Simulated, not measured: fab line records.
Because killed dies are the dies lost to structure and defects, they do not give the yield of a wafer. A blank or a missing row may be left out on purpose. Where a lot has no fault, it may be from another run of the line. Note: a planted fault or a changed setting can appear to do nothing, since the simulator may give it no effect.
fab line records + flow berkeleyCmos170
[record]
- lots = 14
- wafers = 42
- lastDay = 11
route steps=331 shown FIELD@91 PVT@120
lots that met no fault: taken from a fault-free run of the same line
startH: hours from the record's first day to the start of the lot's first wafer shown + waitH: hours elapsed since this lot's preceding step + " repeats the value in the row above + L1.1+2: several wafers, shown together as one row + - value missing, or start not given + * or withheld: withheld + < > ~ a bound
route shown NAME@n: names a module that has steps shown in the file, with the first one's number in the route + usual: mean and standard deviation over wafers with no fault + same: alike in all rows + chamber/n: place in a boat + sites: per-site readings + _std_site: the values' standard deviation + _edge_site: outer sites' mean less inner sites' + radiusMm: how far each site lies from the wafer's centre + mask NAME#n: copy n + behind: the tool/chamber that last shaped the wafer + hold: why the lot went on hold/how many hours it stayed there/how the hold came to an end + device: whichever transistor did not switch (one of n, p or np) + end of line: at the end of the route, the tests of the same wafers + step lacking rows: just its recipe + killed: at the first sort, the dies lost to defects and structure; wafer yield is something else + map: per-die view of a wafer (x killed, . not killed, _ where there is no die)
set.NAME: setting as actually run; set.NAME@STEP: the setting as run at that earlier step + model.NAME: the simulator's own value behind a step, which no gauge read
steps of the route over a sample of lots; a table a step, a row a wafer
[[steps]]
[step UCB170_FIELD_THK_MEAS_02]
[recipe]
- reads = SiO2_of_FIELD_OXIDATION_01
[usual]
- FIELD_OXIDE_THK = 557/9.7
| lot.wafer | tool         | chamber | startH | waitH | FIELD_OXIDE_THK[nm] |
|-----------|--------------|---------|--------|-------|---------------------|
| L424.1    | filmMetro-04 | -       | 87.03  | 0.0   | 561                 |
| L424.2    | "            | -       | "      | "     | 556                 |
| L424.4    | "            | -       | "      | "     | 554                 |
| L423.2    | filmMetro-03 | -       | 87.04  | 0.0   | 553                 |
| L423.3    | "            | -       | "      | "     | 558                 |
| L423.4    | "            | -       | "      | "     | 542                 |
| L425.2    | filmMetro-03 | -       | 100.91 | 0.0   | 550                 |
| L425.5    | "            | -       | "      | "     | 549                 |
| L425.6    | "            | -       | "      | "     | 555                 |
| L426.2    | filmMetro-03 | -       | 105.41 | 0.0   | 557                 |
| L426.3    | "            | -       | "      | "     | 561                 |
| L426.4    | "            | -       | "      | "     | 560                 |
| L427.1    | filmMetro-02 | -       | 114.37 | 0.0   | 559                 |
| L427.3    | "            | -       | "      | "     | 559                 |
| L427.6    | "            | -       | "      | "     | 553                 |
| L429.3    | filmMetro-04 | -       | 123.76 | 0.0   | 563                 |
| L429.5    | "            | -       | "      | "     | 551                 |
| L429.6    | "            | -       | "      | "     | 555                 |
| L437.1    | filmMetro-02 | -       | 154.14 | 0.0   | 575                 |
| L437.5    | "            | -       | "      | "     | 573                 |
| L437.6    | "            | -       | "      | "     | 581                 |
| L435.4    | filmMetro-03 | -       | 154.17 | 0.0   | 573                 |
| L435.5    | "            | -       | "      | "     | 576                 |
| L435.6    | "            | -       | "      | "     | 567                 |
| L436.1    | filmMetro-04 | -       | 154.20 | 0.1   | 570                 |
| L436.4    | "            | -       | "      | "     | 565                 |
| L436.6    | "            | -       | "      | "     | 562                 |
| L439.2    | filmMetro-04 | -       | 170.55 | 0.0   | 555                 |
| L439.3    | "            | -       | "      | "     | 554                 |
| L439.4    | "            | -       | "      | "     | 546                 |
| L442.3    | filmMetro-03 | -       | 181.31 | 0.0   | 545                 |
| L442.5    | "            | -       | "      | "     | 542                 |
| L442.6    | "            | -       | "      | "     | 550                 |
| L443.3    | filmMetro-02 | -       | 181.31 | 0.0   | 557                 |
| L443.5    | "            | -       | "      | "     | 553                 |
| L443.6    | "            | -       | "      | "     | 559                 |
| L445.1    | filmMetro-02 | -       | 192.49 | 0.0   | 553                 |
| L445.2    | "            | -       | "      | "     | 567                 |
| L445.6    | "            | -       | "      | "     | 570                 |
| L444.3    | filmMetro-04 | -       | 192.51 | 0.0   | 567                 |
| L444.4    | "            | -       | "      | "     | 554                 |
| L444.6    | "            | -       | "      | "     | 567                 |
[step UCB170_FIELD_THK_MEAS_90]
[recipe]
- reads = SiO2_of_FIELD_OXIDATION_01
[usual]
- FIELD_OXIDE_LEFT_1_THK = 442/10
| lot.wafer | tool         | chamber | startH | waitH | FIELD_OXIDE_LEFT_1_THK[nm] |
|-----------|--------------|---------|--------|-------|----------------------------|
| L424.1    | filmMetro-04 | -       | 94.76  | 0.0   | 442                        |
| L424.2    | "            | -       | "      | "     | 439                        |
| L424.4    | "            | -       | "      | "     | 436                        |
| L423.2    | filmMetro-02 | -       | 94.77  | 0.0   | 435                        |
| L423.3    | "            | -       | "      | "     | 440                        |
| L423.4    | "            | -       | "      | "     | 425                        |
| L425.2    | filmMetro-03 | -       | 110.24 | 0.0   | 434                        |
| L425.5    | "            | -       | "      | "     | 433                        |
| L425.6    | "            | -       | "      | "     | 438                        |
| L426.2    | filmMetro-04 | -       | 113.03 | 0.0   | 444                        |
| L426.3    | "            | -       | "      | "     | 447                        |
| L426.4    | "            | -       | "      | "     | 445                        |
| L427.1    | filmMetro-04 | -       | 122.88 | 0.0   | 445                        |
| L427.3    | "            | -       | "      | "     | 444                        |
| L427.6    | "            | -       | "      | "     | 438                        |
| L429.3    | filmMetro-02 | -       | 131.20 | 0.0   | 448                        |
| L429.5    | "            | -       | "      | "     | 436                        |
| L429.6    | "            | -       | "      | "     | 440                        |
| L436.1    | filmMetro-02 | -       | 161.68 | 0.0   | 455                        |
| L436.4    | "            | -       | "      | "     | 450                        |
| L436.6    | "            | -       | "      | "     | 448                        |
| L437.1    | filmMetro-03 | -       | 161.68 | 0.0   | 459                        |
| L437.5    | "            | -       | "      | "     | 457                        |
| L437.6    | "            | -       | "      | "     | 466                        |
| L435.4    | filmMetro-04 | -       | 161.71 | 0.0   | 458                        |
| L435.5    | "            | -       | "      | "     | 461                        |
| L435.6    | "            | -       | "      | "     | 451                        |
| L439.2    | filmMetro-02 | -       | 179.33 | 0.0   | 440                        |
| L439.3    | "            | -       | "      | "     | 438                        |
| L439.4    | "            | -       | "      | "     | 430                        |
| L442.3    | filmMetro-03 | -       | 189.11 | 0.0   | 429                        |
| L442.5    | "            | -       | "      | "     | 424                        |
| L442.6    | "            | -       | "      | "     | 433                        |
| L443.3    | filmMetro-02 | -       | 189.11 | 0.0   | 438                        |
| L443.5    | "            | -       | "      | "     | 434                        |
| L443.6    | "            | -       | "      | "     | 440                        |
| L445.1    | filmMetro-03 | -       | 199.36 | 0.0   | 438                        |
| L445.2    | "            | -       | "      | "     | 452                        |
| L445.6    | "            | -       | "      | "     | 454                        |
| L444.3    | filmMetro-04 | -       | 199.38 | 0.0   | 452                        |
| L444.4    | "            | -       | "      | "     | 438                        |
| L444.6    | "            | -       | "      | "     | 450                        |
[step UCB170_PVT_DEVELOP_05]
[recipe]
- developer = TMAH
- developTimeS = 45
- resist = KrF
- devTempC = 21
[usual]
- chillPlateTempC = 23.01/0.11
- developTimeS = 45/0
| lot.wafer | tool          | chamber | startH | waitH | chillPlateTempC | developTimeS |
|-----------|---------------|---------|--------|-------|-----------------|--------------|
| L424.1    | lithoTrack-03 | 0       | 111    | -     | 23.20           | 45           |
| L424.2    | "             | 0       | "      | "     | 23.05           | 45           |
| L424.4    | "             | 0       | "      | "     | 23.15           | 45           |
| L423.2    | lithoTrack-02 | 0       | 111    | -     | 23.19           | 45           |
| L423.3    | "             | 0       | "      | "     | 23.05           | 45           |
| L423.4    | "             | 0       | "      | "     | 23.07           | 45           |
| L425.2    | lithoTrack-03 | 0       | 125    | -     | 23.06           | 45           |
| L425.5    | "             | 0       | "      | "     | 22.97           | 45           |
| L425.6    | "             | 0       | "      | "     | 23.03           | 45           |
| L426.2    | lithoTrack-03 | 0       | 130    | -     | 23.03           | 45           |
| L426.3    | "             | 0       | "      | "     | 22.86           | 45           |
| L426.4    | "             | 0       | "      | "     | 22.83           | 45           |
| L427.1    | lithoTrack-03 | 0       | 143    | -     | 22.98           | 45           |
| L427.3    | "             | 0       | "      | "     | 22.99           | 45           |
| L427.6    | "             | 0       | "      | "     | 23.15           | 45           |
| L429.3    | lithoTrack-04 | 0       | 148    | -     | 22.86           | 45           |
| L429.5    | "             | 0       | "      | "     | 22.95           | 45           |
| L429.6    | "             | 0       | "      | "     | 23.11           | 45           |
| L436.1    | lithoTrack-04 | -       | 177    | -     | -               | -            |
| L436.4    | "             | -       | "      | "     | -               | -            |
| L436.6    | "             | -       | "      | "     | -               | -            |
| L437.1    | lithoTrack-04 | 0       | 177    | -     | 23.05           | 45           |
| L437.5    | "             | 0       | 178    | -     | 23.02           | 45           |
| L437.6    | "             | 0       | "      | "     | 23.07           | 45           |
| L435.4    | lithoTrack-02 | -       | 177    | -     | -               | -            |
| L435.5    | "             | -       | "      | "     | -               | -            |
| L435.6    | "             | -       | 178    | -     | -               | -            |
| L439.2    | lithoTrack-03 | 0       | 196    | -     | 22.91           | 45           |
| L439.3    | "             | 0       | "      | "     | 23.06           | 45           |
| L439.4    | "             | 0       | "      | "     | 22.95           | 45           |
| L443.3    | lithoTrack-04 | 0       | 206    | -     | 23.01           | 45           |
| L443.5    | "             | 0       | "      | "     | 22.82           | 45           |
| L443.6    | "             | 0       | "      | "     | 22.90           | 45           |
| L442.3    | lithoTrack-03 | 0       | 206    | -     | 23.05           | 45           |
| L442.5    | "             | 0       | "      | "     | 23.09           | 45           |
| L442.6    | "             | 0       | "      | "     | 22.95           | 45           |
| L445.1    | lithoTrack-03 | 0       | 215    | -     | 23.01           | 45           |
| L445.2    | "             | 0       | "      | "     | 22.90           | 45           |
| L445.6    | "             | 0       | "      | "     | 22.81           | 45           |
| L444.3    | lithoTrack-04 | 0       | 215    | -     | 23.26           | 45           |
| L444.4    | "             | 0       | "      | "     | 23.25           | 45           |
| L444.6    | "             | 0       | "      | "     | 23.37           | 45           |
[step UCB170_PVT_OVL_MEAS_06]
[usual]
- PVT_OVL = 0/6.1
| lot.wafer | tool       | chamber | startH | waitH | PVT_OVL[nm] |
|-----------|------------|---------|--------|-------|-------------|
| L424.1    | overlay-02 | -       | 111.56 | -     | 1           |
| L424.2    | "          | -       | "      | "     | 4           |
| L424.4    | "          | -       | "      | "     | -2          |
| L423.2    | overlay-02 | -       | 111.60 | -     | -5          |
| L423.3    | "          | -       | "      | "     | 3           |
| L423.4    | "          | -       | "      | "     | 2           |
| L425.2    | overlay-02 | -       | 125.82 | -     | -3          |
| L425.5    | "          | -       | "      | "     | 5           |
| L425.6    | "          | -       | "      | "     | -7          |
| L426.2    | overlay-02 | -       | 130.27 | -     | 10          |
| L426.3    | "          | -       | "      | "     | 6           |
| L426.4    | "          | -       | "      | "     | 11          |
| L427.1    | overlay-02 | -       | 143.32 | -     | -8          |
| L427.3    | "          | -       | "      | "     | -2          |
| L427.6    | "          | -       | "      | "     | 6           |
| L429.3    | overlay-01 | -       | 148.46 | -     | 7           |
| L429.5    | "          | -       | "      | "     | 8           |
| L429.6    | "          | -       | "      | "     | 5           |
| L436.1    | overlay-01 | -       | 177.78 | -     | -           |
| L436.4    | "          | -       | "      | "     | -           |
| L436.6    | "          | -       | "      | "     | -           |
| L435.4    | overlay-02 | -       | 178.04 | -     | -           |
| L435.5    | "          | -       | "      | "     | -           |
| L435.6    | "          | -       | "      | "     | -           |
| L437.1    | overlay-01 | -       | 178.06 | -     | 9           |
| L437.5    | "          | -       | "      | "     | 12          |
| L437.6    | "          | -       | "      | "     | 0           |
| L439.2    | overlay-01 | -       | 196.88 | -     | -7          |
| L439.3    | "          | -       | "      | "     | -16         |
| L439.4    | "          | -       | "      | "     | -3          |
| L443.3    | overlay-02 | -       | 206.31 | -     | 0           |
| L443.5    | "          | -       | "      | "     | -2          |
| L443.6    | "          | -       | "      | "     | -9          |
| L442.3    | overlay-02 | -       | 206.40 | -     | -3          |
| L442.5    | "          | -       | "      | "     | 1           |
| L442.6    | "          | -       | "      | "     | 11          |
| L445.1    | overlay-02 | -       | 215.51 | -     | 7           |
| L445.2    | "          | -       | "      | "     | -4          |
| L445.6    | "          | -       | "      | "     | 7           |
| L444.3    | overlay-01 | -       | 215.91 | -     | -4          |
| L444.4    | "          | -       | "      | "     | 0           |
| L444.6    | "          | -       | "      | "     | -9          |
[[key]]
[firstSign]
- step = UCB170_PVT_DEVELOP_05
- reading = toolRecord
- direction = missing
effect none on later readings
metAt UCB170_PVT_DEVELOP_05
struckLots L435,L436
sortLeftOut L435.4,L435.5,L435.6,L436.1,L436.4,L436.6
testerLeftOut L435,L436
notActingAt UCB170_FIELD_THK_MEAS_02,UCB170_FIELD_THK_MEAS_90,UCB170_PVT_OVL_MEAS_06
onsetBetween 148 177
[fault]
- kind = skippedStepWhole
- tool = lithoTrack-02,lithoTrack-04
- chamber = -
- onsetH = 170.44
- steps = UCB170_PVT_DEVELOP_05
- scope = struckLotsOnly
// testerLeftOut: of these lots the tester's yield and bins aren't shown, on N5 and GAA mostly nor the transistor test; their killed dies are dies lost to structure and defects alone, not to doping, threshold or leakage, so they don't give the yield
// sortLeftOut: the simulated sort isn't trusted on such a fault, so these wafers' sort isn't shown, and their yield isn't known
